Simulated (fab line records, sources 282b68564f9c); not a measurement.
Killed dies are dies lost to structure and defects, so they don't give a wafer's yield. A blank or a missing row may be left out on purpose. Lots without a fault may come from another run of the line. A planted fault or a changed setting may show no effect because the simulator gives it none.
Tool commonality check | flow rit_cmos | 14 lots, 42 wafers sampled

WHY IT WAS OPENED
At RIT_NRETRO_TW_MEAS_10 the reading NRETRO_TW is flagged on 2 of 14 lots. Wafers without a fault read 1054, standard deviation 7.2.
Rule: a lot is flagged when every wafer of it that has a number lies more than 4 standard deviations from that mean, or none has a number. The other lots count as sound.

lot  | measured    | on            | NRETRO_TW, wafer by wafer | flag
L785 | day 2 08:01 | film_metro-03 | 1051 1060 1053            |
L786 | day 2 15:39 | film_metro-03 | 1053 1059 1052            |
L787 | day 2 18:16 | film_metro-02 | 1050 1044 1049            |
L788 | day 2 23:02 | film_metro-03 | 1055 1056 1058            |
L789 | day 3 07:43 | film_metro-01 | 1051 1055 1051            |
L792 | day 3 23:38 | film_metro-01 | 1049 1050 1047            |
L794 | day 4 04:49 | film_metro-03 | 1067 1064 1065            |
L795 | day 4 12:28 | film_metro-01 | 1052 1054 1050            |
L796 | day 4 18:26 | film_metro-01 | 1052 1049 1055            |
L800 | day 5 12:07 | film_metro-03 | 1065 1066 1059            |
L801 | day 5 14:59 | film_metro-01 | 1137 1133 1136            | FLAGGED
L802 | day 5 22:50 | film_metro-01 | 1131 1136 1130            | FLAGGED
L803 | day 6 04:37 | film_metro-01 | 1043 1049 1048            |
L804 | day 6 09:57 | film_metro-03 | 1069 1070 1064            |
The numbers of the flagged lots are 1134 on average: +80 against the usual, or +11 standard deviations.

WHICH TOOL RAN EACH LOT
The record holds 1 process step before the reading, out of a route of 202 steps. In each cell: the tool, then ch and the chambers that the sampled wafers went through, then the start.
lot  | flag    | RIT_NRETRO_IMPLANT_08
L785 |         | implanter-03 ch 0, day 2 07:42
L786 |         | implanter-03 ch 0, day 2 15:19
L787 |         | implanter-03 ch 0, day 2 17:57
L788 |         | implanter-03 ch 0, day 2 22:44
L789 |         | implanter-04 ch 0, day 3 07:24
L792 |         | implanter-01 ch 0, day 3 23:19
L794 |         | implanter-04 ch 0, day 4 04:31
L795 |         | implanter-01 ch 0, day 4 12:08
L796 |         | implanter-03 ch 0, day 4 18:08
L800 |         | implanter-04 ch 0, day 5 11:47
L801 | FLAGGED | implanter-03 ch 0, day 5 14:41
L802 | FLAGGED | implanter-03 ch 0, day 5 22:32
L803 |         | implanter-04 ch 0, day 6 04:17
L804 |         | implanter-04 ch 0, day 6 09:37
What these steps do:
- RIT_NRETRO_IMPLANT_08
- RIT_NRETRO_TW_MEAS_10

FLAGGED OVER TOTAL, TOOL BY TOOL (the gauges that took the reading come last)
step                  | tool          | lots run | flagged | share of the flagged lots | sound lots run after its first flagged lot
RIT_NRETRO_IMPLANT_08 | implanter-01  | 2        | 0       | none                      | -
RIT_NRETRO_IMPLANT_08 | implanter-03  | 7        | 2       | all                       | 0
RIT_NRETRO_IMPLANT_08 | implanter-04  | 5        | 0       | none                      | -
RIT_NRETRO_TW_MEAS_10 | film_metro-01 | 7        | 2       | all                       | 1 (L803)
RIT_NRETRO_TW_MEAS_10 | film_metro-02 | 1        | 0       | none                      | -
RIT_NRETRO_TW_MEAS_10 | film_metro-03 | 6        | 0       | none                      | -

WHAT THE TABLE ALLOWS
2 rows of the table ran every flagged lot: implanter-03 at RIT_NRETRO_IMPLANT_08, film_metro-01 at RIT_NRETRO_TW_MEAS_10.
- implanter-03 at RIT_NRETRO_IMPLANT_08: 2 of its 7 lots flagged. Its last sound lot is L796 (day 4 18:08), its first flagged lot L801 (day 5 14:41): a fault that began between those two fits. Its own readings lie more than 4 standard deviations out on every wafer of the flagged lots: beam_energy_keV.
- film_metro-01 at RIT_NRETRO_TW_MEAS_10: 2 of its 7 lots flagged. Sound lots ran on it after the first flagged one (L803), which a lasting fault on the whole tool wouldn't allow.
One tool is left: implanter-03 at RIT_NRETRO_IMPLANT_08.

WHAT THE SIMULATOR HAD PUT IN
Process parameter drift: implanter-03, from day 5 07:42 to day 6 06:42, at RIT_NRETRO_IMPLANT_08. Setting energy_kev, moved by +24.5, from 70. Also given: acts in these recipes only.
Lots struck among those shown: L801, L802. The rule above found the same.
